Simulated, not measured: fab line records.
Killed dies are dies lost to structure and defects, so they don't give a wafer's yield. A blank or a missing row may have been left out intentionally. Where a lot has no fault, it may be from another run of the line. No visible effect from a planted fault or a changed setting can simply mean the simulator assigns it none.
fab line records :: flow berkeleyCmos170
record
  lots=7
  wafers=21
  lastDay=11
route steps=331 shown NVT@108 PVT@115
lots with no fault: from the same line, run without faults
startH: the number of hours between the record's first day and the start of the first shown wafer of the lot :: waitH: how many hours have passed since the lot's step before this one :: " unchanged from the row above :: L1.1+2: a row that stands for several wafers :: - either no value or no given start :: * or withheld: withheld :: < > ~ a bound
route shown NAME@n: a module of which the file shows steps, and the number in the route of the first :: usual: average and standard deviation across the fault-free wafers :: same: alike in all rows :: chamber/n: place in a boat :: sites: readings site by site :: _std_site: their standard deviation :: _edge_site: mean of outer sites minus mean of inner sites :: radiusMm: for every site, how far away it sits from the centre of the wafer :: mask NAME#n: copy n :: behind: the last tool/chamber to shape the wafer :: hold: cause of the lot's hold/its duration in hours/its outcome :: device: transistor that didn't switch, given as n, p or np :: end of line: tests run on the same wafers once the route is complete :: a step without rows: its recipe alone :: killed: count of dies lost to structure and defects at first sort (not the wafer's yield) :: map: the dies of a wafer, with x for killed, . for not killed, _ for no die there
set.NAME: the setting that was run; set.NAME@STEP: the one run at that earlier step :: model.NAME: the simulator's own value behind a step, which no gauge read
a table for each step, a row for each wafer; lots at some steps of the route
services: a tool's chamber out of use, with start hour (startH, from the record's first day; less than 0 if before it), hours out, and reason
## steps
# step UCB170_NVT_PEB_04
# recipe
  pebTempC=130
  pebTimeS=withheld
  resist=KrF
# step UCB170_NVT_DEVELOP_05
# recipe
  developer=TMAH
  developTimeS=45
  resist=KrF
  devTempC=21
# step UCB170_NVT_OVL_MEAS_06
# usual
  NVT_OVL=-1/5.9
lot.wafer: L938.3
tool: overlay-02
chamber: -
startH: 136.25
waitH: -
NVT_OVL[nm]: -8

lot.wafer: L938.4
tool: overlay-02
chamber: -
startH: 136.25
waitH: -
NVT_OVL[nm]: -7

lot.wafer: L938.5
tool: overlay-02
chamber: -
startH: 136.25
waitH: -
NVT_OVL[nm]: 3

lot.wafer: L943.1
tool: overlay-01
chamber: -
startH: 157.02
waitH: -
NVT_OVL[nm]: 2

lot.wafer: L943.2
tool: overlay-01
chamber: -
startH: 157.02
waitH: -
NVT_OVL[nm]: 7

lot.wafer: L943.6
tool: overlay-01
chamber: -
startH: 157.02
waitH: -
NVT_OVL[nm]: 5

lot.wafer: L946.1
tool: overlay-02
chamber: -
startH: 169.09
waitH: -
NVT_OVL[nm]: 1

lot.wafer: L946.2
tool: overlay-02
chamber: -
startH: 169.09
waitH: -
NVT_OVL[nm]: 3

lot.wafer: L946.4
tool: overlay-02
chamber: -
startH: 169.09
waitH: -
NVT_OVL[nm]: 0

lot.wafer: L945.1
tool: overlay-02
chamber: -
startH: 169.81
waitH: -
NVT_OVL[nm]: 8

lot.wafer: L945.4
tool: overlay-02
chamber: -
startH: 169.81
waitH: -
NVT_OVL[nm]: 1

lot.wafer: L945.5
tool: overlay-02
chamber: -
startH: 169.81
waitH: -
NVT_OVL[nm]: 4

lot.wafer: L947.1
tool: overlay-01
chamber: -
startH: 170.09
waitH: -
NVT_OVL[nm]: 2

lot.wafer: L947.2
tool: overlay-01
chamber: -
startH: 170.09
waitH: -
NVT_OVL[nm]: 3

lot.wafer: L947.5
tool: overlay-01
chamber: -
startH: 170.09
waitH: -
NVT_OVL[nm]: 2

lot.wafer: L950.2
tool: overlay-02
chamber: -
startH: 199.68
waitH: -
NVT_OVL[nm]: -10

lot.wafer: L950.5
tool: overlay-02
chamber: -
startH: 199.68
waitH: -
NVT_OVL[nm]: 1

lot.wafer: L950.6
tool: overlay-02
chamber: -
startH: 199.68
waitH: -
NVT_OVL[nm]: -3

lot.wafer: L955.2
tool: overlay-01
chamber: -
startH: 206.99
waitH: -
NVT_OVL[nm]: 3

lot.wafer: L955.4
tool: overlay-01
chamber: -
startH: 206.99
waitH: -
NVT_OVL[nm]: 5

lot.wafer: L955.5
tool: overlay-01
chamber: -
startH: 206.99
waitH: -
NVT_OVL[nm]: 7
# step UCB170_NVT_IMPLANT_07
# recipe
  species=BF2
  doseCm2=3e+12
  energyKev=50
  tiltDeg=7
# step UCB170_NVT_STRIP_08
# recipe
  chemistry=O2
  powerW=400
  pressureMtorr=3500
  platenTempC=withheld
  o2FlowSccm=400
  overashFraction=0.5
# usual
  drypumpMotorCurrentA=5.79/0.27
  oesProductAu=0.735/0.0043
  stripTimeToEndpointS=21.63/0.058
lot.wafer: L938.3
tool: plasmaAsher-03
chamber: 1
startH: 136.46
waitH: 0.1
drypumpMotorCurrentA: 5.53
oesProductAu: 0.738
rfHoursCounterH: -
stripTimeToEndpointS: 21.63

lot.wafer: L938.4
tool: plasmaAsher-03
chamber: 0
startH: 136.46
waitH: 0.1
drypumpMotorCurrentA: 5.81
oesProductAu: 0.738
rfHoursCounterH: -
stripTimeToEndpointS: 21.69

lot.wafer: L938.5
tool: plasmaAsher-03
chamber: 0
startH: 136.46
waitH: 0.1
drypumpMotorCurrentA: 5.81
oesProductAu: 0.730
rfHoursCounterH: -
stripTimeToEndpointS: 21.72

lot.wafer: L943.1
tool: plasmaAsher-01
chamber: 0
startH: 157.20
waitH: 0.1
drypumpMotorCurrentA: 5.03
oesProductAu: 0.739
rfHoursCounterH: 4
stripTimeToEndpointS: 21.52

lot.wafer: L943.2
tool: plasmaAsher-01
chamber: 1
startH: 157.20
waitH: 0.1
drypumpMotorCurrentA: 5.58
oesProductAu: 0.736
rfHoursCounterH: 4
stripTimeToEndpointS: 21.54

lot.wafer: L943.6
tool: plasmaAsher-01
chamber: 1
startH: 157.20
waitH: 0.1
drypumpMotorCurrentA: 5.58
oesProductAu: 0.738
rfHoursCounterH: -
stripTimeToEndpointS: 21.56

lot.wafer: L946.1
tool: plasmaAsher-01
chamber: 1
startH: 169.28
waitH: 0.1
drypumpMotorCurrentA: 5.59
oesProductAu: 0.734
rfHoursCounterH: 5
stripTimeToEndpointS: 21.71

lot.wafer: L946.2
tool: plasmaAsher-01
chamber: 0
startH: 169.28
waitH: 0.1
drypumpMotorCurrentA: 5.04
oesProductAu: 0.730
rfHoursCounterH: 5
stripTimeToEndpointS: 21.69

lot.wafer: L946.4
tool: plasmaAsher-01
chamber: 1
startH: 169.28
waitH: 0.1
drypumpMotorCurrentA: 5.58
oesProductAu: 0.745
rfHoursCounterH: -
stripTimeToEndpointS: 21.71

lot.wafer: L945.1
tool: plasmaAsher-01
chamber: 1
startH: 170.00
waitH: 0.1
drypumpMotorCurrentA: 5.59
oesProductAu: 0.732
rfHoursCounterH: 5
stripTimeToEndpointS: 21.58

lot.wafer: L945.4
tool: plasmaAsher-01
chamber: 1
startH: 170.00
waitH: 0.1
drypumpMotorCurrentA: 5.57
oesProductAu: 0.736
rfHoursCounterH: -
stripTimeToEndpointS: 21.61

lot.wafer: L945.5
tool: plasmaAsher-01
chamber: 1
startH: 170.00
waitH: 0.1
drypumpMotorCurrentA: 5.58
oesProductAu: 0.738
rfHoursCounterH: -
stripTimeToEndpointS: 21.62

lot.wafer: L947.1
tool: plasmaAsher-03
chamber: 0
startH: 170.27
waitH: 0.1
drypumpMotorCurrentA: 5.81
oesProductAu: 0.737
rfHoursCounterH: 40
stripTimeToEndpointS: 21.61

lot.wafer: L947.2
tool: plasmaAsher-03
chamber: 1
startH: 170.27
waitH: 0.1
drypumpMotorCurrentA: 5.57
oesProductAu: 0.736
rfHoursCounterH: 40
stripTimeToEndpointS: 21.63

lot.wafer: L947.5
tool: plasmaAsher-03
chamber: 1
startH: 170.27
waitH: 0.1
drypumpMotorCurrentA: 5.59
oesProductAu: 0.733
rfHoursCounterH: -
stripTimeToEndpointS: 21.64

lot.wafer: L950.2
tool: plasmaAsher-03
chamber: 1
startH: 199.86
waitH: 0.1
drypumpMotorCurrentA: 5.53
oesProductAu: 0.738
rfHoursCounterH: 45
stripTimeToEndpointS: 21.67

lot.wafer: L950.5
tool: plasmaAsher-03
chamber: 0
startH: 199.86
waitH: 0.1
drypumpMotorCurrentA: 5.81
oesProductAu: 0.735
rfHoursCounterH: -
stripTimeToEndpointS: 21.67

lot.wafer: L950.6
tool: plasmaAsher-03
chamber: 1
startH: 199.86
waitH: 0.1
drypumpMotorCurrentA: 5.56
oesProductAu: 0.729
rfHoursCounterH: -
stripTimeToEndpointS: 21.67

lot.wafer: L955.2
tool: plasmaAsher-03
chamber: 1
startH: 207.17
waitH: 0.1
drypumpMotorCurrentA: 5.51
oesProductAu: 0.730
rfHoursCounterH: 46
stripTimeToEndpointS: 21.74

lot.wafer: L955.4
tool: plasmaAsher-03
chamber: 0
startH: 207.17
waitH: 0.1
drypumpMotorCurrentA: 5.79
oesProductAu: 0.737
rfHoursCounterH: -
stripTimeToEndpointS: 21.69

lot.wafer: L955.5
tool: plasmaAsher-03
chamber: 1
startH: 207.17
waitH: 0.1
drypumpMotorCurrentA: 5.53
oesProductAu: 0.736
rfHoursCounterH: -
stripTimeToEndpointS: 21.76
# step UCB170_NVT_TW_MEAS_09
# usual
  NVT_TW=526/5.8
lot.wafer: L938.3
tool: filmMetro-02
chamber: -
startH: 136.55
waitH: 0.1
NVT_TW: 536

lot.wafer: L938.4
tool: filmMetro-02
chamber: -
startH: 136.55
waitH: 0.1
NVT_TW: 536

lot.wafer: L938.5
tool: filmMetro-02
chamber: -
startH: 136.55
waitH: 0.1
NVT_TW: 533

lot.wafer: L943.1
tool: filmMetro-03
chamber: -
startH: 157.30
waitH: 0.1
NVT_TW: 527

lot.wafer: L943.2
tool: filmMetro-03
chamber: -
startH: 157.30
waitH: 0.1
NVT_TW: 524

lot.wafer: L943.6
tool: filmMetro-03
chamber: -
startH: 157.30
waitH: 0.1
NVT_TW: 523

lot.wafer: L946.1
tool: filmMetro-03
chamber: -
startH: 169.38
waitH: 0.1
NVT_TW: 520

lot.wafer: L946.2
tool: filmMetro-03
chamber: -
startH: 169.38
waitH: 0.1
NVT_TW: 520

lot.wafer: L946.4
tool: filmMetro-03
chamber: -
startH: 169.38
waitH: 0.1
NVT_TW: 518

lot.wafer: L945.1
tool: filmMetro-04
chamber: -
startH: 170.10
waitH: 0.1
NVT_TW: 524

lot.wafer: L945.4
tool: filmMetro-04
chamber: -
startH: 170.10
waitH: 0.1
NVT_TW: 527

lot.wafer: L945.5
tool: filmMetro-04
chamber: -
startH: 170.10
waitH: 0.1
NVT_TW: 526

lot.wafer: L947.1
tool: filmMetro-03
chamber: -
startH: 170.37
waitH: 0.1
NVT_TW: 518

lot.wafer: L947.2
tool: filmMetro-03
chamber: -
startH: 170.37
waitH: 0.1
NVT_TW: 519

lot.wafer: L947.5
tool: filmMetro-03
chamber: -
startH: 170.37
waitH: 0.1
NVT_TW: 522

lot.wafer: L950.2
tool: filmMetro-03
chamber: -
startH: 199.97
waitH: 0.1
NVT_TW: 521

lot.wafer: L950.5
tool: filmMetro-03
chamber: -
startH: 199.97
waitH: 0.1
NVT_TW: 524

lot.wafer: L950.6
tool: filmMetro-03
chamber: -
startH: 199.97
waitH: 0.1
NVT_TW: 522

lot.wafer: L955.2
tool: filmMetro-03
chamber: -
startH: 207.28
waitH: 0.1
NVT_TW: 523

lot.wafer: L955.4
tool: filmMetro-03
chamber: -
startH: 207.28
waitH: 0.1
NVT_TW: 522

lot.wafer: L955.5
tool: filmMetro-03
chamber: -
startH: 207.28
waitH: 0.1
NVT_TW: 523
# step UCB170_NVT_CLEAN_10
# recipe
  chemistry=SPM
  tempC=120
  timeS=600
# step UCB170_PVT_HMDS_00
# recipe
  primeTimeS=60
  primeTempC=100
# step UCB170_PVT_COAT_01
# recipe
  resist=KrF
  spinRpm=1500
  resistThkNm=900
# step UCB170_PVT_SOFTBAKE_02
# recipe
  resist=KrF
  tempC=130
  timeS=60
# step UCB170_PVT_EXPOSE_03
# recipe
  maskId=NWELL
  targetCdNm=3000
  na=0.5
  sigmaOuter=0.6
  sourceShape=conventional
  doseMj=30
# step UCB170_PVT_PEB_04
# recipe
  pebTempC=130
  pebTimeS=withheld
  resist=KrF
# step UCB170_PVT_DEVELOP_05
# recipe
  developer=TMAH
  developTimeS=43.98
  resist=KrF
  devTempC=21
# usual
  chillPlateTempC=23.00/0.095
  developTimeS=43.98/0
lot.wafer: L938.3
tool: lithoTrack-01
chamber: 0
startH: 137
waitH: -
chillPlateTempC: 22.78
developTimeS: 43.98
model.KrF_of_PVT_COAT_01.thkNm: 890.2

lot.wafer: L938.4
tool: lithoTrack-01
chamber: 0
startH: 137
waitH: -
chillPlateTempC: 22.94
developTimeS: 43.98
model.KrF_of_PVT_COAT_01.thkNm: 889.1

lot.wafer: L938.5
tool: lithoTrack-01
chamber: 0
startH: 137
waitH: -
chillPlateTempC: 23.12
developTimeS: 43.98
model.KrF_of_PVT_COAT_01.thkNm: 887.3

lot.wafer: L943.1
tool: lithoTrack-04
chamber: -
startH: 158
waitH: -
chillPlateTempC: -
developTimeS: -
model.KrF_of_PVT_COAT_01.thkNm: 896.9

lot.wafer: L943.2
tool: lithoTrack-04
chamber: -
startH: 158
waitH: -
chillPlateTempC: -
developTimeS: -
model.KrF_of_PVT_COAT_01.thkNm: 895.8

lot.wafer: L943.6
tool: lithoTrack-04
chamber: -
startH: 159
waitH: -
chillPlateTempC: -
developTimeS: -
model.KrF_of_PVT_COAT_01.thkNm: 898.3

lot.wafer: L946.1
tool: lithoTrack-04
chamber: -
startH: 170
waitH: -
chillPlateTempC: -
developTimeS: -
model.KrF_of_PVT_COAT_01.thkNm: 901.5

lot.wafer: L946.2
tool: lithoTrack-04
chamber: -
startH: 170
waitH: -
chillPlateTempC: -
developTimeS: -
model.KrF_of_PVT_COAT_01.thkNm: 898.7

lot.wafer: L946.4
tool: lithoTrack-04
chamber: -
startH: 171
waitH: -
chillPlateTempC: -
developTimeS: -
model.KrF_of_PVT_COAT_01.thkNm: 900.3

lot.wafer: L945.1
tool: lithoTrack-01
chamber: -
startH: 171
waitH: -
chillPlateTempC: -
developTimeS: -
model.KrF_of_PVT_COAT_01.thkNm: 901.5

lot.wafer: L945.4
tool: lithoTrack-01
chamber: -
startH: 171
waitH: -
chillPlateTempC: -
developTimeS: -
model.KrF_of_PVT_COAT_01.thkNm: 902.7

lot.wafer: L945.5
tool: lithoTrack-01
chamber: -
startH: 172
waitH: -
chillPlateTempC: -
developTimeS: -
model.KrF_of_PVT_COAT_01.thkNm: 902.3

lot.wafer: L947.1
tool: lithoTrack-03
chamber: 0
startH: 172
waitH: -
chillPlateTempC: 22.93
developTimeS: 43.98
model.KrF_of_PVT_COAT_01.thkNm: 884

lot.wafer: L947.2
tool: lithoTrack-03
chamber: 0
startH: 172
waitH: -
chillPlateTempC: 22.96
developTimeS: 43.98
model.KrF_of_PVT_COAT_01.thkNm: 885.3

lot.wafer: L947.5
tool: lithoTrack-03
chamber: 0
startH: 172
waitH: -
chillPlateTempC: 22.85
developTimeS: 43.98
model.KrF_of_PVT_COAT_01.thkNm: 885.2

lot.wafer: L950.2
tool: lithoTrack-01
chamber: 0
startH: 201
waitH: -
chillPlateTempC: 22.85
developTimeS: 43.98
model.KrF_of_PVT_COAT_01.thkNm: 883.8

lot.wafer: L950.5
tool: lithoTrack-01
chamber: 0
startH: 201
waitH: -
chillPlateTempC: 23.00
developTimeS: 43.98
model.KrF_of_PVT_COAT_01.thkNm: 884.7

lot.wafer: L950.6
tool: lithoTrack-01
chamber: 0
startH: 201
waitH: -
chillPlateTempC: 22.92
developTimeS: 43.98
model.KrF_of_PVT_COAT_01.thkNm: 884.8

lot.wafer: L955.2
tool: lithoTrack-04
chamber: 0
startH: 208
waitH: -
chillPlateTempC: 23.12
developTimeS: 43.98
model.KrF_of_PVT_COAT_01.thkNm: 885

lot.wafer: L955.4
tool: lithoTrack-04
chamber: 0
startH: 208
waitH: -
chillPlateTempC: 23.02
developTimeS: 43.98
model.KrF_of_PVT_COAT_01.thkNm: 883.7

lot.wafer: L955.5
tool: lithoTrack-04
chamber: 0
startH: 208
waitH: -
chillPlateTempC: 23.15
developTimeS: 43.98
model.KrF_of_PVT_COAT_01.thkNm: 883.7
# step UCB170_PVT_OVL_MEAS_06
# usual
  PVT_OVL=1/5.2
lot.wafer: L938.3
tool: overlay-02
chamber: -
startH: 138.04
waitH: -
PVT_OVL[nm]: 2

lot.wafer: L938.4
tool: overlay-02
chamber: -
startH: 138.04
waitH: -
PVT_OVL[nm]: 2

lot.wafer: L938.5
tool: overlay-02
chamber: -
startH: 138.04
waitH: -
PVT_OVL[nm]: 3

lot.wafer: L943.1
tool: overlay-02
chamber: -
startH: 159.08
waitH: -
PVT_OVL[nm]: -

lot.wafer: L943.2
tool: overlay-02
chamber: -
startH: 159.08
waitH: -
PVT_OVL[nm]: -

lot.wafer: L943.6
tool: overlay-02
chamber: -
startH: 159.08
waitH: -
PVT_OVL[nm]: -

lot.wafer: L946.1
tool: overlay-01
chamber: -
startH: 171.09
waitH: -
PVT_OVL[nm]: -

lot.wafer: L946.2
tool: overlay-01
chamber: -
startH: 171.09
waitH: -
PVT_OVL[nm]: -

lot.wafer: L946.4
tool: overlay-01
chamber: -
startH: 171.09
waitH: -
PVT_OVL[nm]: -

lot.wafer: L945.1
tool: overlay-02
chamber: -
startH: 172.05
waitH: -
PVT_OVL[nm]: -

lot.wafer: L945.4
tool: overlay-02
chamber: -
startH: 172.05
waitH: -
PVT_OVL[nm]: -

lot.wafer: L945.5
tool: overlay-02
chamber: -
startH: 172.05
waitH: -
PVT_OVL[nm]: -

lot.wafer: L947.1
tool: overlay-01
chamber: -
startH: 172.40
waitH: -
PVT_OVL[nm]: 4

lot.wafer: L947.2
tool: overlay-01
chamber: -
startH: 172.40
waitH: -
PVT_OVL[nm]: 7

lot.wafer: L947.5
tool: overlay-01
chamber: -
startH: 172.40
waitH: -
PVT_OVL[nm]: -2

lot.wafer: L950.2
tool: overlay-02
chamber: -
startH: 201.57
waitH: -
PVT_OVL[nm]: 2

lot.wafer: L950.5
tool: overlay-02
chamber: -
startH: 201.57
waitH: -
PVT_OVL[nm]: 8

lot.wafer: L950.6
tool: overlay-02
chamber: -
startH: 201.57
waitH: -
PVT_OVL[nm]: 4

lot.wafer: L955.2
tool: overlay-02
chamber: -
startH: 208.94
waitH: -
PVT_OVL[nm]: 5

lot.wafer: L955.4
tool: overlay-02
chamber: -
startH: 208.94
waitH: -
PVT_OVL[nm]: -1

lot.wafer: L955.5
tool: overlay-02
chamber: -
startH: 208.94
waitH: -
PVT_OVL[nm]: 1
## services
tool: plasmaAsher-01
chamber: 0
startH: 117.75
hours: -
kind: clean

tool: plasmaAsher-01
chamber: 1
startH: 117.75
hours: -
kind: clean

tool: plasmaAsher-01
chamber: -
startH: 130.21
hours: 9.0
kind: repair

tool: plasmaAsher-01
chamber: -
startH: 178.09
hours: 28.1
kind: pm
## key
firstSign
  step=UCB170_PVT_DEVELOP_05
  reading=toolRecord
  direction=missing
effect none on later readings
modelEffect
  step=UCB170_PVT_DEVELOP_05
  value=KrF_of_PVT_COAT_01.thkNm
  without=885.6
  struck=899.8
metAt UCB170_PVT_DEVELOP_05
struckWafers L943.1,L943.2,L943.6,L945.1,L945.4,L945.5,L946.1,L946.2,L946.4
sortLeftOut L943.1,L943.2,L943.6,L945.1,L945.4,L945.5,L946.1,L946.2,L946.4
testerLeftOut L943,L945,L946
fault
  kind=skippedStepWhole
  tool=lithoTrack-01,lithoTrack-04
  chamber=-
  onsetH=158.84
  steps=UCB170_PVT_DEVELOP_05
  scope=struckLotsOnly
# testerLeftOut: of these lots the tester's yield and bins aren't shown, on N5 and GAA mostly nor the transistor test; their killed dies are dies lost to structure and defects alone, not to doping, threshold or leakage, so they don't give the yield
# sortLeftOut: the simulated sort isn't trusted on such a fault, so these wafers' sort isn't shown, and their yield isn't known
